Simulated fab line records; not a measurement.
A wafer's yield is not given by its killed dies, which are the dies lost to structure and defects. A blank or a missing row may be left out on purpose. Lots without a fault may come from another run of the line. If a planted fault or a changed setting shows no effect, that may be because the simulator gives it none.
Lot-split experiment	flow berkeleyCmos170	23 wafers read from 5 lots, route of 331 steps

SPLIT DETAILS
At UCB170_PVT_COAT_01 (resist thk 900 nm), the setting spinRpm was moved away from the recipe's 1500 rpm on 9 of the 23 wafers read, by +2.2% to +7.3%. All remaining wafers had this setting at the recipe value.

The reading is taken at the split's own step.

THE READING
KrF_of_PVT_COAT_01.thkNm (the simulator's own value, which no gauge read), in nm, at UCB170_PVT_COAT_01 (resist thk 900 nm). There is no usual value for it anywhere in the file. Across the 14 wafers here that went through the recipe, the average is 901.1 nm and the standard deviation 1.1 nm.

wafer	tool, chamber at the split	spinRpm as run, rpm	against the recipe	KrF_of_PVT_COAT_01.thkNm, nm	against lot-mates on the recipe
L074.1	lithoTrack-04, 0	1563	+4.2%	882.1	-19.0
L074.2	lithoTrack-04, 0	1500	recipe	900.1	-
L074.4	lithoTrack-04, 0	1563	+4.2%	882.3	-18.8
L074.5	lithoTrack-04, 0	1500	recipe	902.9	-
L074.6	lithoTrack-04, 0	1500	recipe	900.2	-
L075.1	lithoTrack-01, 0	1500	recipe	900.1	-
L075.3	lithoTrack-01, 0	1500	recipe	902.9	-
L075.6	lithoTrack-01, 0	1500	recipe	901.7	-
L078.1	lithoTrack-02, 0	1500	recipe	900	-
L078.3	lithoTrack-02, 0	1533	+2.2%	892	-8.4
L078.4	lithoTrack-02, 0	1533	+2.2%	892.1	-8.3
L078.5	lithoTrack-02, 0	1500	recipe	900.9	-
L078.6	lithoTrack-02, 0	1500	recipe	900.3	-
L079.1	lithoTrack-04, 0	1609	+7.3%	870.4	-29.6
L079.2	lithoTrack-04, 0	1609	+7.3%	871	-29.0
L079.4	lithoTrack-04, 0	1500	recipe	900.1	-
L079.5	lithoTrack-04, 0	1609	+7.3%	870.8	-29.2
L079.6	lithoTrack-04, 0	1500	recipe	899.9	-
L081.2	lithoTrack-01, 0	1593	+6.2%	873	-28.9
L081.3	lithoTrack-01, 0	1500	recipe	901	-
L081.4	lithoTrack-01, 0	1500	recipe	902.2	-
L081.5	lithoTrack-01, 0	1593	+6.2%	875.7	-26.2
L081.6	lithoTrack-01, 0	1500	recipe	902.4	-

THE FIT
A straight line over all 23 wafers: KrF_of_PVT_COAT_01.thkNm changes by -4.24 nm for each +1% of spinRpm; r = -1.00; the points scatter about the line by 1.1 nm.
The same after taking each lot's own level away (the mean of its wafers on the recipe; 23 wafers): -4.19 nm for each +1%; r = -1.00; scatter 1.2 nm.
Per that fit: largest spinRpm move, reading shift of 30 nm.
From 900.00 to 901.87 nm: that is the span of the lots' own levels, equal to 1.7 times the standard deviation above.
The two slopes are in agreement: the lot-to-lot level therefore moves the slope only a little.
Check: -30.6 nm against its lot-mates is what the line predicts for one of the wafers moved furthest among these (+7.3%) when that wafer is left out of the fit. Against them it came out at -29.6 nm.

THE OTHER SPLITS THESE WAFERS WENT THROUGH
Other splits were also applied to these wafers ahead of the reading. Each is held against what the fit with the lots' levels taken away leaves over:
other split on the same wafers	wafers away from the commonest value	r with KrF_of_PVT_COAT_01.thkNm (lot level and that fit taken away)
UCB170_START_OXIDATION_02 oxTimeS	15	-0.04
UCB170_NWELL_CVD_04 pressureMtorr	18	-0.45
UCB170_NWELL_IMPLANT_14 energyKev	11	-0.38
UCB170_PWELL_IMPLANT_15 doseCm2	10	+0.15
UCB170_ACTIVE_CVD_05 tempC	15	-0.45
UCB170_PFIELD_IMPLANT_07 doseCm2	8	+0.08
UCB170_SACOX_OXIDATION_01 oxTimeS	15	-0.39
UCB170_NVT_IMPLANT_07 doseCm2	8	+0.21

THE WHOLE CHAIN: every reading that the file lists as answering this split, in the file's order
step	what it does	reading	change (the file's fit)	r (the file's)
UCB170_PVT_COAT_01	resist thk 900 nm	KrF_of_PVT_COAT_01.thkNm (the simulator's own value, which no gauge read)	-4.23 nm for each +1% of the setting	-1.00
UCB170_PVT_STRIP_08	strips in O2	stripTimeToEndpointS	withheld for each +1% of the setting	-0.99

THE FILE'S OWN FIT
KrF_of_PVT_COAT_01.thkNm changes by -4.23 nm for each +1% of spinRpm, r = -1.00.
